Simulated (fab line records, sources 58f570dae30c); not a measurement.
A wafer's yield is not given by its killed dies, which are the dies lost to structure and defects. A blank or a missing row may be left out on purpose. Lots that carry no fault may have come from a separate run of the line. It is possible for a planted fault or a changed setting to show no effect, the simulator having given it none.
Problem report in the 8D (eight disciplines) form, filled by code    flow berkeley_cmos170    the parts of the form that need people (team, actions taken, sign-off) are left out

1. THE PROBLEM
PWELL_NITRIDE_THK at UCB170_PWELL_THK_MEAS_06 reads a mean of 207.4 nm on 9 wafers of 3 lots; wafers without a fault read 221.1 nm with a standard deviation of 1.7. Measured from the usual mean, that is -8.1 standard deviations.
First seen on wafer L446.1, day 3 23:41, on film_metro-03. The record has a number at this step for 45 wafers belonging to 15 lots. Rule for "out", or "out of limits": more than 4 standard deviations from the usual mean. The other wafers with a number count as sound.

2. WHAT IT IS, AND WHAT IT ISN'T
question                     is                            is not
which readings at this step  PWELL_NITRIDE_THK             -
which lots                   L445, L446, L447              L442, L443, L444, L450, L452, L455, L457, L458, L461, L463, L464, L465
which wafers of those lots   all that have a number        -
read on which gauges         film_metro-02, film_metro-03  film_metro-01
when                         from day 3 23:41              up to then (9 sound wafers); but 27 sound wafers of L450, L452, L455, L457, L458, L461, L463, L464, L465 came after

3. THE SUSPECTS, EACH WITH WHAT RULES IT OUT
Counting: any tool at a process step up to the reading is kept as a suspect provided that every lot that is out went through it and no sound lot did after the first of them.
- the gauge at UCB170_PWELL_THK_MEAS_06 is ruled out. 2 gauges (film_metro-02, film_metro-03) read the wafers that are out.
- lpcvd-01 at UCB170_PWELL_CVD_05 (deposits Si3N4 from SiH2Cl2/NH3, target thk 220 nm, time 3300 s): kept. It processed each lot that is out, first L445 at day 3 20:49, and no sound lot thereafter; up to then, the last sound lot it processed was L444 at day 3 14:08. On those wafers its own readings are out: pressure_mtorr.
Left after counting: lpcvd-01 at UCB170_PWELL_CVD_05.

4. THE CAUSE (what the simulator had put in)
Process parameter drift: lpcvd-01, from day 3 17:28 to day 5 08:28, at UCB170_PWELL_CVD_05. Setting pressure_mtorr, moved by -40, from 200. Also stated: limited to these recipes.
Counting left only this tool.

5. THE EFFECT CHAIN, in route order
One row per reading whose mean, taken over the struck wafers that have a number, lies over 3 standard deviations from the usual. Only readings for which the record gives a usual standard deviation are gone through. hours: the time from each lot's start at the first step in this table that gives one to its start at this step, as a median over the lots. sigmas: the change in usual standard deviations.
hours  step                      reading            usual        on struck wafers  change  sigmas
0      UCB170_PWELL_CVD_05       pressure_mtorr     200.0 mTorr  160.0             -40.0   -99 or more
3      UCB170_PWELL_THK_MEAS_06  PWELL_NITRIDE_THK  221.1 nm     207.4             -13.7   -8.1
4      UCB170_PWELL_ETCH_14      oes_product_au     0.947 a.u.   0.910             -0.037  -3.4
The process steps in it:
- UCB170_PWELL_CVD_05: deposits Si3N4 from SiH2Cl2/NH3, target thk 220 nm, time 3300 s.
- UCB170_PWELL_ETCH_14: etches Si3N4 in CH3F/Ar/O2, stops on SiO2, target depth 242 nm, time 151 s.

6. WHAT WOULD HAVE CAUGHT IT SOONER
Counted from the fault's start at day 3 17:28, it took 6 hours until the first out-of-limits reading at a measuring or inspecting step in this record, taken at day 3 23:41.
The tool's own readings at UCB170_PWELL_CVD_05 were out on every struck wafer that the step has a row for (pressure_mtorr): an alarm limit on them would have fired on the first of those.
L447, from the lots that are out (3), started UCB170_PWELL_CVD_05 on lpcvd-01 later than day 3 23:41. Holding the tool at that time would have saved it.
